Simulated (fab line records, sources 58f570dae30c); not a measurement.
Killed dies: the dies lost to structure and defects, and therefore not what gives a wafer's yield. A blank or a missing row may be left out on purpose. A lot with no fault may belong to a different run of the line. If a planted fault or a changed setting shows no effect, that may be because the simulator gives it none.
fab line records + flow berkeleyCmos170
record:
- lots: 7
- wafers: 21
- lastDay: 12
route steps=331 shown PLDD@151 NLDD@158
lots untouched by any fault: they come from a run of this same line in which no faults occurred
startH: start of the lot's first displayed wafer, in hours after the record's first day + waitH: time in hours since the lot's previous step + " same as the row above + L1.1+2: one row covering several wafers at once + - value missing, or start not given + * or withheld: withheld + < > ~ a bound
route shown NAME@n: names a module that has steps shown in the file, with the first one's number in the route + usual: average and standard deviation across the fault-free wafers + same: alike in all rows + chamber/n: place in a boat + sites: the reading at each site + _std_site: their standard deviation + _edge_site: mean of outer sites minus mean of inner sites + radiusMm: for every site, how far away it sits from the centre of the wafer + mask NAME#n: copy n + behind: the tool/chamber that last shaped the wafer + hold: the reason the lot was held/the length of the hold in hours/how it ended + device: names the non-switching transistor (n, p or np) + end of line: tests run on the same wafers once the route is complete + a step without rows: its recipe alone + killed: count of dies lost to structure and defects at first sort (not the wafer's yield) + map: the dies of a wafer, with x for killed, . for not killed, _ for no die there
set.NAME: the setting that was run; set.NAME@STEP: the one run at that earlier step + model.NAME: the simulator's own value behind a step, which no gauge read
lots at some steps of the route; a table a step, a row a wafer
services: the hour from which a tool's chamber was out of use, counted from the record's first day as startH (under 0 if before that day), plus the number of hours and why
== steps ==
step: UCB170_PLDD_CD_MEAS_06
recipe:
- targetCdNm: 1200
usual:
- cdNm: 1200.0/1.5
| lot.wafer | tool     | chamber | startH | waitH | cdNm   |
|-----------|----------|---------|--------|-------|--------|
| L244.1    | cdSem-02 | -       | 167.15 | -     | 1197.9 |
| L244.5    | "        | -       | "      | "     | 1197.9 |
| L244.6    | "        | -       | "      | "     | 1198.1 |
| L248.2    | cdSem-02 | -       | 175.62 | -     | 1198.4 |
| L248.3    | "        | -       | "      | "     | 1199.4 |
| L248.4    | "        | -       | "      | "     | 1199.8 |
| L246.1    | cdSem-02 | -       | 176.09 | -     | 1201.9 |
| L246.5    | "        | -       | "      | "     | 1200.7 |
| L246.6    | "        | -       | "      | "     | 1200.5 |
| L252.2    | cdSem-01 | -       | 206.77 | -     | 1198.5 |
| L252.3    | "        | -       | "      | "     | 1199.1 |
| L252.4    | "        | -       | "      | "     | 1196.7 |
| L256.1    | cdSem-01 | -       | 216.49 | -     | 1197.2 |
| L256.2    | "        | -       | "      | "     | 1199.9 |
| L256.3    | "        | -       | "      | "     | 1199.4 |
| L259.2    | cdSem-01 | -       | 236.78 | -     | 1200.2 |
| L259.3    | "        | -       | "      | "     | 1199.8 |
| L259.6    | "        | -       | "      | "     | 1200.1 |
| L258.1    | cdSem-02 | -       | 237.29 | -     | 1200.9 |
| L258.2    | "        | -       | "      | "     | 1200.1 |
| L258.4    | "        | -       | "      | "     | 1200.2 |
step: UCB170_PLDD_OVL_MEAS_07
usual:
- PLDD_OVL: 1/5.4
| lot.wafer | tool       | chamber | startH | waitH | PLDD_OVL[nm] |
|-----------|------------|---------|--------|-------|--------------|
| L244.1    | overlay-02 | -       | 167.27 | 0.1   | 10           |
| L244.5    | "          | -       | "      | "     | 8            |
| L244.6    | "          | -       | "      | "     | 8            |
| L248.2    | overlay-02 | -       | 175.72 | 0.1   | 4            |
| L248.3    | "          | -       | "      | "     | -1           |
| L248.4    | "          | -       | "      | "     | 8            |
| L246.1    | overlay-02 | -       | 176.21 | 0.1   | -7           |
| L246.5    | "          | -       | "      | "     | 1            |
| L246.6    | "          | -       | "      | "     | 7            |
| L252.2    | overlay-01 | -       | 206.87 | 0.1   | 4            |
| L252.3    | "          | -       | "      | "     | -1           |
| L252.4    | "          | -       | "      | "     | 1            |
| L256.1    | overlay-01 | -       | 216.61 | 0.1   | 1            |
| L256.2    | "          | -       | "      | "     | 2            |
| L256.3    | "          | -       | "      | "     | -7           |
| L259.2    | overlay-01 | -       | 236.89 | 0.1   | 1            |
| L259.3    | "          | -       | "      | "     | 3            |
| L259.6    | "          | -       | "      | "     | -2           |
| L258.1    | overlay-02 | -       | 237.41 | 0.1   | -2           |
| L258.2    | "          | -       | "      | "     | -3           |
| L258.4    | "          | -       | "      | "     | -10          |
step: UCB170_PLDD_IMPLANT_08
recipe:
- species: BF2
- doseCm2: 5e+13
- energyKev: 10
- tiltDeg: 7
- rotationDeg: 0
step: UCB170_PLDD_IMPLANT_09
recipe:
- species: BF2
- doseCm2: 5e+13
- energyKev: 10
- tiltDeg: 7
- rotationDeg: 180
step: UCB170_PLDD_STRIP_10
recipe:
- chemistry: O2
- powerW: 400
- pressureMtorr: 3500
- platenTempC: withheld
- o2FlowSccm: 400
- overashFraction: 0.5
usual:
- drypumpMotorCurrentA: 5.7/0.34
- oesProductAu: 0.734/0.0047
- stripTimeToEndpointS: 21.58/0.057
| lot.wafer | tool           | chamber | startH | waitH | drypumpMotorCurrentA | oesProductAu | rfHoursCounterH | stripTimeToEndpointS |
|-----------|----------------|---------|--------|-------|----------------------|--------------|-----------------|----------------------|
| L244.1    | plasmaAsher-02 | 0       | 167.61 | 0.1   | 5.4                  | 0.738        | 49              | 21.57                |
| L244.5    | "              | 0       | "      | "     | 5.4                  | 0.732        | -               | 21.56                |
| L244.6    | "              | 1       | "      | "     | 5.8                  | 0.734        | -               | 21.57                |
| L248.2    | plasmaAsher-02 | 0       | 176.05 | 0.1   | 5.4                  | 0.726        | 50              | 21.50                |
| L248.3    | "              | 1       | "      | "     | 5.8                  | 0.727        | -               | 21.38                |
| L248.4    | "              | 0       | "      | "     | 5.4                  | 0.742        | -               | 21.48                |
| L246.1    | plasmaAsher-02 | 0       | 176.55 | 0.1   | 5.4                  | 0.729        | 50              | 21.58                |
| L246.5    | "              | 0       | "      | "     | 5.4                  | 0.726        | -               | 21.50                |
| L246.6    | "              | 1       | "      | "     | 5.8                  | 0.735        | -               | 21.55                |
| L252.2    | plasmaAsher-03 | 0       | 207.20 | 0.1   | 5.5                  | 0.734        | 10              | 21.57                |
| L252.3    | "              | 1       | "      | "     | 5.1                  | 0.730        | -               | 21.63                |
| L252.4    | "              | 0       | "      | "     | 5.5                  | 0.741        | -               | 21.60                |
| L256.1    | plasmaAsher-02 | 0       | 216.95 | 0.1   | 5.4                  | 0.728        | 54              | 21.59                |
| L256.2    | "              | 1       | "      | "     | 5.8                  | 0.737        | 54              | 21.51                |
| L256.3    | "              | 1       | "      | "     | 5.8                  | 0.732        | -               | 21.57                |
| L259.2    | plasmaAsher-04 | 0       | 237.22 | 0.1   | 6.2                  | 0.732        | 52              | 21.58                |
| L259.3    | "              | 0       | "      | "     | 6.2                  | 0.731        | -               | 21.48                |
| L259.6    | "              | 1       | "      | "     | 5.5                  | 0.734        | -               | 21.58                |
| L258.1    | plasmaAsher-02 | 0       | 237.74 | 0.1   | 5.4                  | 0.730        | 57              | 21.69                |
| L258.2    | "              | 1       | "      | "     | 5.8                  | 0.741        | 57              | 21.70                |
| L258.4    | "              | 1       | "      | "     | 5.8                  | 0.739        | -               | 21.60                |
step: UCB170_PLDD_TW_MEAS_11
usual:
- PLDD_TW: 999/5.9
| lot.wafer | tool         | chamber | startH | waitH | PLDD_TW |
|-----------|--------------|---------|--------|-------|---------|
| L244.1    | filmMetro-02 | -       | 167.71 | 0.1   | 1002    |
| L244.5    | "            | -       | "      | "     | 1006    |
| L244.6    | "            | -       | "      | "     | 1004    |
| L248.2    | filmMetro-04 | -       | 176.16 | 0.1   | 1007    |
| L248.3    | "            | -       | "      | "     | 1002    |
| L248.4    | "            | -       | "      | "     | 1006    |
| L246.1    | filmMetro-01 | -       | 176.65 | 0.1   | 991     |
| L246.5    | "            | -       | "      | "     | 994     |
| L246.6    | "            | -       | "      | "     | 993     |
| L252.2    | filmMetro-01 | -       | 207.31 | 0.1   | 999     |
| L252.3    | "            | -       | "      | "     | 995     |
| L252.4    | "            | -       | "      | "     | 998     |
| L256.1    | filmMetro-02 | -       | 217.05 | 0.1   | 1007    |
| L256.2    | "            | -       | "      | "     | 1011    |
| L256.3    | "            | -       | "      | "     | 999     |
| L259.2    | filmMetro-01 | -       | 237.33 | 0.1   | 995     |
| L259.3    | "            | -       | "      | "     | 1002    |
| L259.6    | "            | -       | "      | "     | 994     |
| L258.1    | filmMetro-01 | -       | 237.84 | 0.1   | 993     |
| L258.2    | "            | -       | "      | "     | 993     |
| L258.4    | "            | -       | "      | "     | 998     |
step: UCB170_PLDD_CLEAN_12
recipe:
- chemistry: SPM
- tempC: 120
- timeS: 600
step: UCB170_NLDD_HMDS_00
recipe:
- primeTimeS: 60
- primeTempC: 100
step: UCB170_NLDD_COAT_01
recipe:
- resist: KrF
- spinRpm: 1500
- resistThkNm: 900
step: UCB170_NLDD_SOFTBAKE_02
recipe:
- resist: KrF
- tempC: 130
- timeS: 60
step: UCB170_NLDD_EXPOSE_03
recipe:
- maskId: NSELECT
- na: 0.5
- sigmaOuter: 0.6
- sourceShape: conventional
- targetCdNm: 1200
- doseMj: 30
step: UCB170_NLDD_PEB_04
recipe:
- pebTempC: 130
- pebTimeS: withheld
- resist: KrF
step: UCB170_NLDD_DEVELOP_05
recipe:
- developer: TMAH
- developTimeS: 45
- resist: KrF
- devTempC: 21
usual:
- chillPlateTempC: 22.97/0.11
- developTimeS: 45/0
| lot.wafer | tool          | chamber | startH | waitH | chillPlateTempC | developTimeS | model.KrF_of_NLDD_COAT_01.thkNm |
|-----------|---------------|---------|--------|-------|-----------------|--------------|---------------------------------|
| L244.1    | lithoTrack-03 | -       | 168    | -     | -               | -            | 902.8                           |
| L244.5    | "             | -       | 169    | -     | -               | -            | 901.7                           |
| L244.6    | "             | -       | "      | "     | -               | -            | 901.5                           |
| L248.2    | lithoTrack-02 | -       | 177    | -     | -               | -            | 897.8                           |
| L248.3    | "             | -       | "      | "     | -               | -            | 899                             |
| L248.4    | "             | -       | "      | "     | -               | -            | 899.5                           |
| L246.1    | lithoTrack-02 | -       | 177    | -     | -               | -            | 901.1                           |
| L246.5    | "             | -       | "      | "     | -               | -            | 900.1                           |
| L246.6    | "             | -       | "      | "     | -               | -            | 899.1                           |
| L252.2    | lithoTrack-02 | 0       | 208    | -     | 22.95           | 45           | 881.9                           |
| L252.3    | "             | 0       | "      | "     | 23.00           | 45           | 882.8                           |
| L252.4    | "             | 0       | "      | "     | 22.94           | 45           | 880.6                           |
| L256.1    | lithoTrack-02 | 0       | 218    | -     | 22.96           | 45           | 888.3                           |
| L256.2    | "             | 0       | "      | "     | 23.12           | 45           | 888                             |
| L256.3    | "             | 0       | "      | "     | 22.95           | 45           | 889.6                           |
| L259.2    | lithoTrack-04 | 0       | 238    | -     | 23.11           | 45           | 885.4                           |
| L259.3    | "             | 0       | "      | "     | 23.12           | 45           | 886.7                           |
| L259.6    | "             | 0       | "      | "     | 23.07           | 45           | 887.6                           |
| L258.1    | lithoTrack-04 | 0       | 238    | -     | 23.08           | 45           | 881.8                           |
| L258.2    | "             | 0       | "      | "     | 23.11           | 45           | 883.3                           |
| L258.4    | "             | 0       | "      | "     | 23.03           | 45           | 880.6                           |
step: UCB170_NLDD_CD_MEAS_06
recipe:
- targetCdNm: 1200
usual:
- cdNm: 1200.1/1.5
| lot.wafer | tool     | chamber | startH | waitH | cdNm   |
|-----------|----------|---------|--------|-------|--------|
| L244.1    | cdSem-02 | -       | 169.12 | -     | -      |
| L244.5    | "        | -       | "      | "     | -      |
| L244.6    | "        | -       | "      | "     | -      |
| L248.2    | cdSem-02 | -       | 177.51 | -     | -      |
| L248.3    | "        | -       | "      | "     | -      |
| L248.4    | "        | -       | "      | "     | -      |
| L246.1    | cdSem-02 | -       | 177.97 | -     | -      |
| L246.5    | "        | -       | "      | "     | -      |
| L246.6    | "        | -       | "      | "     | -      |
| L252.2    | cdSem-02 | -       | 208.68 | -     | 1200.5 |
| L252.3    | "        | -       | "      | "     | 1200.0 |
| L252.4    | "        | -       | "      | "     | 1201.2 |
| L256.1    | cdSem-02 | -       | 218.58 | -     | 1199.9 |
| L256.2    | "        | -       | "      | "     | 1199.8 |
| L256.3    | "        | -       | "      | "     | 1199.6 |
| L259.2    | cdSem-02 | -       | 238.69 | -     | 1202.1 |
| L259.3    | "        | -       | "      | "     | 1201.5 |
| L259.6    | "        | -       | "      | "     | 1200.5 |
| L258.1    | cdSem-02 | -       | 238.94 | -     | 1198.3 |
| L258.2    | "        | -       | "      | "     | 1197.6 |
| L258.4    | "        | -       | "      | "     | 1198.0 |
== services ==
| tool           | chamber | startH | hours | kind   |
|----------------|---------|--------|-------|--------|
| plasmaAsher-04 | -       | 172.07 | 9.8   | repair |
| plasmaAsher-02 | -       | 195.37 | 3.9   | repair |
== key ==
firstSign:
- step: UCB170_NLDD_DEVELOP_05
- reading: toolRecord
- direction: missing
effect none on later readings
modelEffect:
- step: UCB170_NLDD_DEVELOP_05
- value: KrF_of_NLDD_COAT_01.thkNm
- without: 886.1
- struck: 900.3
metAt UCB170_NLDD_DEVELOP_05
struckWafers L244.1,L244.5,L244.6,L246.1,L246.5,L246.6,L248.2,L248.3,L248.4
sortLeftOut L244.1,L244.5,L244.6,L246.1,L246.5,L246.6,L248.2,L248.3,L248.4
testerLeftOut L244,L246,L248
fault:
- kind: skippedStepWhole
- tool: lithoTrack-02,lithoTrack-03
- chamber: -
- onsetH: 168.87
- steps: UCB170_NLDD_DEVELOP_05
- scope: struckLotsOnly
testerLeftOut: of these lots the tester's yield and bins aren't shown, on N5 and GAA mostly nor the transistor test; their killed dies are dies lost to structure and defects alone, not to doping, threshold or leakage, so they don't give the yield
sortLeftOut: the simulated sort isn't trusted on such a fault, so these wafers' sort isn't shown, and their yield isn't known
